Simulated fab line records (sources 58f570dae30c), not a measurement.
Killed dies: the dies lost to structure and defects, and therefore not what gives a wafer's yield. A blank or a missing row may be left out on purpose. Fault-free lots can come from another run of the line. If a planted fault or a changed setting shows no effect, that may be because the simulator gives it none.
Chamber matching | flow berkeleyCmos170 | pecvd-01 running UCB170_V1_CVD_00: 3 sister chambers
The step deposits SiO2 from TEOS/O2, target thk 2000 nm, time 250 s. 18 wafers are shown with their chamber, then 9 later ones without.

== WAFERS WITH THEIR CHAMBER ==
wafer  | chamber | heaterPowerW (W) | susceptorTempC (C)
L782.4 | 2       | 371              | 390.24
L782.5 | 0       | 225              | 390.28
L782.6 | 1       | 306              | 390.04
L794.1 | 0       | 316              | 390.25
L794.5 | 0       | 229              | 389.91
L794.6 | 2       | 266              | 389.89
L795.2 | 0       | 264              | 390.03
L795.4 | 2       | 366              | 389.69
L795.5 | 0       | 313              | 390.23
L800.1 | 1       | 263              | 389.89
L800.2 | 2       | 371              | 390.11
L800.3 | 0       | 294              | 390.11
L801.1 | 0       | 305              | 389.93
L801.2 | 1       | 314              | 390.22
L801.4 | 2       | 365              | 389.85
L796.3 | 1       | 279              | 390.13
L796.4 | 2       | 372              | 390.21
L796.5 | 0       | 230              | 389.82

SIGNATURES, as means of the wafers listed above
reading        | chamber 0 | chamber 1 | chamber 2 | scatter within a chamber
heaterPowerW   | 272.00    | 290.50    | 351.83    | 38
susceptorTempC | 390.0700  | 390.0700  | 389.9983  | 0.186
Rule: a wafer lies at a distance from a chamber equal to the root of the sum of squares, over the readings, of (its reading less the chamber's mean, divided by the reading's scatter). If the next closest chamber is less than 2 further off than the closest, the wafer can't be placed; otherwise it belongs to the closest. The scatter is the square root of a quotient: the sum, over the shown wafers, of each reading's squared deviation from its chamber's mean, divided by wafers minus chambers.

== WAFERS MISSING THEIR CHAMBER ==
wafer  | heaterPowerW (W) | susceptorTempC (C)
L798.1 | 367              | 389.92
L798.2 | 304              | 389.92
L798.4 | 223              | 390.12
L799.2 | 350              | 389.84
L799.4 | 318              | 389.84
L799.5 | 271              | 390.00
L797.1 | 274              | 390.21
L797.5 | 222              | 389.93
L797.6 | 218              | 390.12

== WHICH CHAMBER EACH ONE RAN IN ==
wafer  | from the rows above          | in truth
L798.1 | can't be placed: 2 or 1      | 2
L798.2 | can't be placed: 1 or 0 or 2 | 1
L798.4 | can't be placed: 0 or 1      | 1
L799.2 | can't be placed: 2 or 1 or 0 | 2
L799.4 | can't be placed: 2 or 1 or 0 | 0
L799.5 | can't be placed: 0 or 1 or 2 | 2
L797.1 | can't be placed: 0 or 1 or 2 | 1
L797.5 | can't be placed: 0 or 1 or 2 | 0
L797.6 | can't be placed: 0 or 1      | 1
Placed correctly: 0 of 9. Cannot be placed on the basis of these rows: 9; the candidates contain the true chamber in 9. Number placed wrongly: 0.
